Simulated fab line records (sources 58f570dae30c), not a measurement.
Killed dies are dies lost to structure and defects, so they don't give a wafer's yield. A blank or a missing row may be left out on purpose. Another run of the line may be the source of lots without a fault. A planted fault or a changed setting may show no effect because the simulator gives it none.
What tool caused it? :: flow berkeley_cmos170 :: 39 wafers from 13 lots sampled at 6 of the route's 331 steps

WHAT EACH GAUGE READ, for each wafer
UCB170_V2_CD_MEAS_12: target cd 700 nm. Usual: cd_nm at 699.6 nm, with a standard deviation of 1.1.
lot: L999
measured: day 7 21:58
on: cd_sem-01
cd_nm (nm): 700.7 699.3 698.8
flag: 

lot: L103
measured: day 8 06:46
on: cd_sem-02
cd_nm (nm): 698.7 698.0 697.7
flag: 

lot: L100
measured: day 8 03:59
on: cd_sem-01
cd_nm (nm): 700.9 700.7 701.0
flag: 

lot: L104
measured: day 8 20:07
on: cd_sem-01
cd_nm (nm): 700.2 700.6 699.9
flag: 

lot: L102
measured: day 8 20:41
on: cd_sem-02
cd_nm (nm): 699.8 699.8 700.6
flag: 

lot: L105
measured: day 9 08:22
on: cd_sem-01
cd_nm (nm): 697.4 698.4 699.4
flag: 

lot: L108
measured: day 9 22:31
on: cd_sem-02
cd_nm (nm): 698.4 696.9 699.3
flag: 

lot: L109
measured: day 10 14:47
on: cd_sem-01
cd_nm (nm): 700.2 698.5 699.7
flag: 

lot: L112
measured: day 10 15:26
on: cd_sem-01
cd_nm (nm): 698.8 698.3 698.4
flag: 

lot: L111
measured: day 10 15:49
on: cd_sem-01
cd_nm (nm): 699.4 699.1 699.5
flag: 

lot: L118
measured: day 11 18:38
on: cd_sem-01
cd_nm (nm): 701.7 701.4 701.3
flag: 

lot: L121
measured: day 12 10:14
on: cd_sem-01
cd_nm (nm): 701.4 698.9 699.1
flag: 

lot: L120
measured: day 12 10:29
on: cd_sem-01
cd_nm (nm): 698.6 700.9 699.2
flag: 

UCB170_M3_CD_MEAS_90: target cd 700 nm. Usual: cd_nm at 701 nm, with a standard deviation of 5.1.
lot: L999
measured: day 8 01:25
on: cd_sem-01
cd_nm (nm): 701 698 696
flag: 

lot: L103
measured: day 8 10:05
on: cd_sem-02
cd_nm (nm): 705 705 708
flag: 

lot: L100
measured: day 8 07:38
on: cd_sem-02
cd_nm (nm): 699 701 704
flag: 

lot: L104
measured: day 9 00:00
on: cd_sem-01
cd_nm (nm): 699 700 699
flag: 

lot: L102
measured: day 9 00:44
on: cd_sem-02
cd_nm (nm): 708 710 707
flag: 

lot: L105
measured: day 9 11:51
on: cd_sem-01
cd_nm (nm): 693 698 696
flag: 

lot: L108
measured: day 10 01:51
on: cd_sem-01
cd_nm (nm): 706 706 707
flag: 

lot: L109
measured: day 10 18:42
on: cd_sem-02
cd_nm (nm): 700 692 693
flag: 

lot: L112
measured: day 10 19:17
on: cd_sem-01
cd_nm (nm): 699 695 696
flag: 

lot: L111
measured: day 10 20:17
on: cd_sem-02
cd_nm (nm): 703 703 705
flag: 

lot: L118
measured: day 11 22:02
on: cd_sem-01
cd_nm (nm): 722 694 720 721 694 720
flag: 

lot: L121
measured: day 12 13:53
on: cd_sem-02
cd_nm (nm): 709 708 706
flag: 

lot: L120
measured: day 12 13:59
on: cd_sem-01
cd_nm (nm): 698 704 702
flag: 

WHAT TOOL EACH LOT RAN ON (gives the tool, then ch and the chambers of the sampled wafers, and finally the start)
lot: L999
UCB170_SILICIDE_RTA_04: rtp_anneal-01 ch 0, day 6 23:32
UCB170_M2_ETCH_17: rie_diel-01 ch 0,2,3, day 7 18:19
UCB170_M3_METAL_ETCH_18: rie_metal-02 ch 0,1, day 8 01:07
UCB170_M3_STRIP_19: plasma_asher-03 ch 0,1, day 8 01:19

lot: L103
UCB170_SILICIDE_RTA_04: rtp_anneal-01 ch 0, day 7 08:53
UCB170_M2_ETCH_17: rie_diel-01 ch 0,3, day 8 04:05
UCB170_M3_METAL_ETCH_18: rie_metal-02 ch 0,1, day 8 09:47
UCB170_M3_STRIP_19: plasma_asher-03 ch 0,1, day 8 09:58

lot: L100
UCB170_SILICIDE_RTA_04: rtp_anneal-02 ch 0, day 7 08:59
UCB170_M2_ETCH_17: rie_diel-01 ch 0,2, day 8 01:43
UCB170_M3_METAL_ETCH_18: rie_metal-01 ch 0,1, day 8 07:21
UCB170_M3_STRIP_19: plasma_asher-01 ch 0,1, day 8 07:32

lot: L104
UCB170_SILICIDE_RTA_04: rtp_anneal-01 ch 0, day 8 01:41
UCB170_M2_ETCH_17: rie_diel-01 ch 0,1,3, day 8 17:38
UCB170_M3_METAL_ETCH_18: rie_metal-01 ch 0,1, day 8 23:43
UCB170_M3_STRIP_19: plasma_asher-02 ch 0,1, day 8 23:54

lot: L102
UCB170_SILICIDE_RTA_04: rtp_anneal-02 ch 0, day 8 01:52
UCB170_M2_ETCH_17: rie_diel-03 ch 0,1,3, day 8 18:10
UCB170_M3_METAL_ETCH_18: rie_metal-02 ch 0,1, day 9 00:28
UCB170_M3_STRIP_19: plasma_asher-02 ch 0,1, day 9 00:38

lot: L105
UCB170_SILICIDE_RTA_04: rtp_anneal-02 ch 0, day 8 12:14
UCB170_M2_ETCH_17: rie_diel-02 ch 0,2, day 9 05:46
UCB170_M3_METAL_ETCH_18: rie_metal-01 ch 0,1, day 9 11:18
UCB170_M3_STRIP_19: plasma_asher-01 ch 0,1, day 9 11:29

lot: L108
UCB170_SILICIDE_RTA_04: rtp_anneal-01 ch 0, day 9 02:17
UCB170_M2_ETCH_17: rie_diel-01 ch 0,1,2, day 9 20:13
UCB170_M3_METAL_ETCH_18: rie_metal-02 ch 0, day 10 01:25
UCB170_M3_STRIP_19: plasma_asher-03 ch 0,1, day 10 01:44

lot: L109
UCB170_SILICIDE_RTA_04: rtp_anneal-02 ch 0, day 9 14:55
UCB170_M2_ETCH_17: rie_diel-01 ch 0,1,2, day 10 12:34
UCB170_M3_METAL_ETCH_18: rie_metal-03 ch 0,1, day 10 18:22
UCB170_M3_STRIP_19: plasma_asher-01 ch 0,1, day 10 18:34

lot: L112
UCB170_SILICIDE_RTA_04: rtp_anneal-01 ch 0, day 9 14:55
UCB170_M2_ETCH_17: rie_diel-03 ch 0,2, day 10 13:08
UCB170_M3_METAL_ETCH_18: rie_metal-01 ch 0,1, day 10 18:59
UCB170_M3_STRIP_19: plasma_asher-02 ch 0,1, day 10 19:10

lot: L111
UCB170_SILICIDE_RTA_04: rtp_anneal-01 ch 0, day 9 15:06
UCB170_M2_ETCH_17: rie_diel-01 ch 1,2, day 10 13:22
UCB170_M3_METAL_ETCH_18: rie_metal-02 ch 0,1, day 10 20:02
UCB170_M3_STRIP_19: plasma_asher-03 ch 0,1, day 10 20:11

lot: L118
UCB170_SILICIDE_RTA_04: rtp_anneal-01 ch 0, day 11 01:54
UCB170_M2_ETCH_17: rie_diel-02 ch 0,2,3, day 11 16:25
UCB170_M3_METAL_ETCH_18: rie_metal-01 ch 0,1, day 11 21:46
UCB170_M3_STRIP_19: plasma_asher-03 ch 0,1, day 11 21:55

lot: L121
UCB170_SILICIDE_RTA_04: rtp_anneal-02 ch 0, day 11 13:33
UCB170_M2_ETCH_17: rie_diel-03 ch 0,1,2, day 12 07:32
UCB170_M3_METAL_ETCH_18: rie_metal-02 ch 0,1, day 12 13:35
UCB170_M3_STRIP_19: plasma_asher-03 ch 0,1, day 12 13:46

lot: L120
UCB170_SILICIDE_RTA_04: rtp_anneal-01 ch 0, day 11 13:56
UCB170_M2_ETCH_17: rie_diel-02 ch 0,1,2, day 12 07:48
UCB170_M3_METAL_ETCH_18: rie_metal-03 ch 0,1, day 12 13:42
UCB170_M3_STRIP_19: plasma_asher-02 ch 0,1, day 12 13:53
- UCB170_SILICIDE_RTA_04: time 15 s.
- UCB170_M2_ETCH_17: etches BARC in N2/H2.
- UCB170_M3_METAL_ETCH_18: etches Al in Cl2/BCl3, stops on SiO2, target depth 1170 nm, time 195 s.
- UCB170_M3_STRIP_19: strips in O2.

WHAT THE TOOLS THEMSELVES READ (means of the sampled wafers that have a number; where no wafer has one, the mark that the record gives instead)
UCB170_SILICIDE_RTA_04. Usual: lamp_power_pct 10.40 %, standard deviation 0.25; wafer_temp_C_max 653.2, standard deviation 0.83.
lot: L999
tool: rtp_anneal-01
lamp_power_pct (%): 10.18
wafer_temp_C_max: 652.7
flag: 

lot: L103
tool: rtp_anneal-01
lamp_power_pct (%): 10.18
wafer_temp_C_max: 653.4
flag: 

lot: L100
tool: rtp_anneal-02
lamp_power_pct (%): 10.67
wafer_temp_C_max: 654.0
flag: 

lot: L104
tool: rtp_anneal-01
lamp_power_pct (%): 10.18
wafer_temp_C_max: 652.9
flag: 

lot: L102
tool: rtp_anneal-02
lamp_power_pct (%): 10.67
wafer_temp_C_max: 653.8
flag: 

lot: L105
tool: rtp_anneal-02
lamp_power_pct (%): 10.68
wafer_temp_C_max: 653.8
flag: 

lot: L108
tool: rtp_anneal-01
lamp_power_pct (%): 10.18
wafer_temp_C_max: 652.6
flag: 

lot: L109
tool: rtp_anneal-02
lamp_power_pct (%): 10.67
wafer_temp_C_max: 653.4
flag: 

lot: L112
tool: rtp_anneal-01
lamp_power_pct (%): 10.17
wafer_temp_C_max: 652.8
flag: 

lot: L111
tool: rtp_anneal-01
lamp_power_pct (%): 10.18
wafer_temp_C_max: 652.2
flag: 

lot: L118
tool: rtp_anneal-01
lamp_power_pct (%): 10.17
wafer_temp_C_max: 652.1
flag: 

lot: L121
tool: rtp_anneal-02
lamp_power_pct (%): 10.68
wafer_temp_C_max: 653.9
flag: 

lot: L120
tool: rtp_anneal-01
lamp_power_pct (%): 10.18
wafer_temp_C_max: 652.3
flag: 

UCB170_M2_ETCH_17. Usual: drypump_motor_current_A 5.92 A, standard deviation 0.29; oes_product_au 0.996 a.u., standard deviation 0.029; throttle_valve_pct 13.30 %, standard deviation 0.14.
lot: L999
tool: rie_diel-01
drypump_motor_current_A (A): 5.67
oes_product_au (a.u.): 1.004
throttle_valve_pct (%): 13.31
flag: 

lot: L103
tool: rie_diel-01
drypump_motor_current_A (A): 5.71
oes_product_au (a.u.): 1.020
throttle_valve_pct (%): 13.34
flag: 

lot: L100
tool: rie_diel-01
drypump_motor_current_A (A): 5.61
oes_product_au (a.u.): 0.987
throttle_valve_pct (%): 13.28
flag: 

lot: L104
tool: rie_diel-01
drypump_motor_current_A (A): 5.74
oes_product_au (a.u.): 1.021
throttle_valve_pct (%): 13.39
flag: 

lot: L102
tool: rie_diel-03
drypump_motor_current_A (A): 5.90
oes_product_au (a.u.): 0.970
throttle_valve_pct (%): 13.27
flag: 

lot: L105
tool: rie_diel-02
drypump_motor_current_A (A): 6.24
oes_product_au (a.u.): 1.020
throttle_valve_pct (%): 13.16
flag: 

lot: L108
tool: rie_diel-01
drypump_motor_current_A (A): 5.70
oes_product_au (a.u.): 0.996
throttle_valve_pct (%): 13.39
flag: 

lot: L109
tool: rie_diel-01
drypump_motor_current_A (A): 5.69
oes_product_au (a.u.): 1.003
throttle_valve_pct (%): 13.39
flag: 

lot: L112
tool: rie_diel-03
drypump_motor_current_A (A): 5.88
oes_product_au (a.u.): 0.975
throttle_valve_pct (%): 13.25
flag: 

lot: L111
tool: rie_diel-01
drypump_motor_current_A (A): 5.71
oes_product_au (a.u.): 1.003
throttle_valve_pct (%): 13.40
flag: 

lot: L118
tool: rie_diel-02
drypump_motor_current_A (A): 6.22
oes_product_au (a.u.): 1.007
throttle_valve_pct (%): 13.28
flag: 

lot: L121
tool: rie_diel-03
drypump_motor_current_A (A): 6.00
oes_product_au (a.u.): 0.956
throttle_valve_pct (%): 13.24
flag: 

lot: L120
tool: rie_diel-02
drypump_motor_current_A (A): 6.15
oes_product_au (a.u.): 1.018
throttle_valve_pct (%): 13.24
flag: 

UCB170_M3_METAL_ETCH_18. Usual: drypump_motor_current_A 5.4 A, standard deviation 0.35; mfc_cl2_sccm 90.03 sccm, standard deviation 0.26; oes_product_au 0.866 a.u., standard deviation 0.012; run_length_s 223.2 s, standard deviation 0.4; throttle_valve_pct 24.4 %, standard deviation 0.37.
lot: L999
tool: rie_metal-02
drypump_motor_current_A (A): 5.5
mfc_cl2_sccm (sccm): 90.04
oes_product_au (a.u.): 0.857
run_length_s (s): 222.8
throttle_valve_pct (%): 24.4
flag: 

lot: L103
tool: rie_metal-02
drypump_motor_current_A (A): 5.2
mfc_cl2_sccm (sccm): 89.77
oes_product_au (a.u.): 0.871
run_length_s (s): 222.8
throttle_valve_pct (%): 24.7
flag: 

lot: L100
tool: rie_metal-01
drypump_motor_current_A (A): 5.3
mfc_cl2_sccm (sccm): 89.87
oes_product_au (a.u.): 0.850
run_length_s (s): 223.6
throttle_valve_pct (%): 24.0
flag: 

lot: L104
tool: rie_metal-01
drypump_motor_current_A (A): 5.5
mfc_cl2_sccm (sccm): 89.98
oes_product_au (a.u.): 0.860
run_length_s (s): 223.4
throttle_valve_pct (%): 24.2
flag: 

lot: L102
tool: rie_metal-02
drypump_motor_current_A (A): 5.2
mfc_cl2_sccm (sccm): 90.13
oes_product_au (a.u.): 0.873
run_length_s (s): 222.7
throttle_valve_pct (%): 24.7
flag: 

lot: L105
tool: rie_metal-01
drypump_motor_current_A (A): 5.3
mfc_cl2_sccm (sccm): 90.06
oes_product_au (a.u.): 0.858
run_length_s (s): 223.5
throttle_valve_pct (%): 24.0
flag: 

lot: L108
tool: rie_metal-02
drypump_motor_current_A (A): 4.9
mfc_cl2_sccm (sccm): 89.97
oes_product_au (a.u.): 0.876
run_length_s (s): 222.6
throttle_valve_pct (%): 24.9
flag: 

lot: L109
tool: rie_metal-03
drypump_motor_current_A (A): 5.3
mfc_cl2_sccm (sccm): 90.07
oes_product_au (a.u.): 0.867
run_length_s (s): 222.9
throttle_valve_pct (%): 24.4
flag: 

lot: L112
tool: rie_metal-01
drypump_motor_current_A (A): 5.5
mfc_cl2_sccm (sccm): 90.00
oes_product_au (a.u.): 0.863
run_length_s (s): 223.6
throttle_valve_pct (%): 24.3
flag: 

lot: L111
tool: rie_metal-02
drypump_motor_current_A (A): 5.5
mfc_cl2_sccm (sccm): 89.98
oes_product_au (a.u.): 0.872
run_length_s (s): 222.8
throttle_valve_pct (%): 24.5
flag: 

lot: L118
tool: rie_metal-01
drypump_motor_current_A (A): 5.5
mfc_cl2_sccm (sccm): 90.23
oes_product_au (a.u.): 0.955
run_length_s (s): 160.0
throttle_valve_pct (%): 24.2
flag: OFF

lot: L121
tool: rie_metal-02
drypump_motor_current_A (A): 5.5
mfc_cl2_sccm (sccm): 90.10
oes_product_au (a.u.): 0.870
run_length_s (s): 222.9
throttle_valve_pct (%): 24.5
flag: 

lot: L120
tool: rie_metal-03
drypump_motor_current_A (A): 5.6
mfc_cl2_sccm (sccm): 90.21
oes_product_au (a.u.): 0.868
run_length_s (s): 223.1
throttle_valve_pct (%): 24.3
flag: 

UCB170_M3_STRIP_19. Usual: drypump_motor_current_A 5.9 A, standard deviation 0.34; o2_flow_sccm 400.0 sccm, standard deviation 1.1; oes_product_au 0.546 a.u., standard deviation 0.021.
lot: L999
tool: plasma_asher-03
drypump_motor_current_A (A): 6.0
o2_flow_sccm (sccm): 400.3
oes_product_au (a.u.): 0.519
flag: 

lot: L103
tool: plasma_asher-03
drypump_motor_current_A (A): 6.1
o2_flow_sccm (sccm): 398.9
oes_product_au (a.u.): 0.532
flag: 

lot: L100
tool: plasma_asher-01
drypump_motor_current_A (A): 5.4
o2_flow_sccm (sccm): 400.8
oes_product_au (a.u.): 0.559
flag: 

lot: L104
tool: plasma_asher-02
drypump_motor_current_A (A): 6.0
o2_flow_sccm (sccm): 398.9
oes_product_au (a.u.): 0.538
flag: 

lot: L102
tool: plasma_asher-02
drypump_motor_current_A (A): 5.7
o2_flow_sccm (sccm): 400.4
oes_product_au (a.u.): 0.530
flag: 

lot: L105
tool: plasma_asher-01
drypump_motor_current_A (A): 5.8
o2_flow_sccm (sccm): 400.4
oes_product_au (a.u.): 0.565
flag: 

lot: L108
tool: plasma_asher-03
drypump_motor_current_A (A): 6.1
o2_flow_sccm (sccm): 400.3
oes_product_au (a.u.): 0.529
flag: 

lot: L109
tool: plasma_asher-01
drypump_motor_current_A (A): 5.5
o2_flow_sccm (sccm): 400.5
oes_product_au (a.u.): 0.538
flag: 

lot: L112
tool: plasma_asher-02
drypump_motor_current_A (A): 6.0
o2_flow_sccm (sccm): 400.2
oes_product_au (a.u.): 0.552
flag: 

lot: L111
tool: plasma_asher-03
drypump_motor_current_A (A): 6.1
o2_flow_sccm (sccm): 399.5
oes_product_au (a.u.): 0.544
flag: 

lot: L118
tool: plasma_asher-03
drypump_motor_current_A (A): 6.1
o2_flow_sccm (sccm): 400.0
oes_product_au (a.u.): 0.670
flag: OFF

lot: L121
tool: plasma_asher-03
drypump_motor_current_A (A): 6.1
o2_flow_sccm (sccm): 400.4
oes_product_au (a.u.): 0.539
flag: 

lot: L120
tool: plasma_asher-02
drypump_motor_current_A (A): 6.0
o2_flow_sccm (sccm): 399.0
oes_product_au (a.u.): 0.554
flag: 

THE ANSWER, worked out from the rows above alone
Rule: take the mean of a lot's wafers that have a number; if it is more than 3 standard deviations from the usual mean, the lot is off. A lot without any number at a reading at which 4 lots or more have one is off too. Any other lot the step has rows for is counted as sound. The gauges are gone through in route order, then the tools' own readings, and for those a lot's mean is taken as printed above. The first step at which some lot is off is used, and at that step the reading that is off furthest; a lot without a number counts as furthest.
Off at UCB170_M3_METAL_ETCH_18 (run_length_s): L118.
A tool fits if, at that step or a process step before it, it ran every lot that is off, and no sound lot after the first of them. One fits: UCB170_M3_METAL_ETCH_18 on rie_metal-01. Its last sound lot is L112 (day 10 18:59), its first lot that is off L118 (day 11 21:46): a fault that began between those two fits.
The tool's own readings at UCB170_M3_METAL_ETCH_18 bear it out: on the lots that are off they differ by more than 5 times the standard deviation of the sound lots' means. oes_product_au reads 0.955 a.u. there against 0.865 a.u. on the sound lots; run_length_s reads 160.0 s there against 223.1 s on the sound lots.

WHAT THE SIMULATOR PUT IN
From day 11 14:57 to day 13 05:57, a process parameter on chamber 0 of rie_metal-01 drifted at UCB170_M3_METAL_ETCH_18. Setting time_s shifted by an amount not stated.
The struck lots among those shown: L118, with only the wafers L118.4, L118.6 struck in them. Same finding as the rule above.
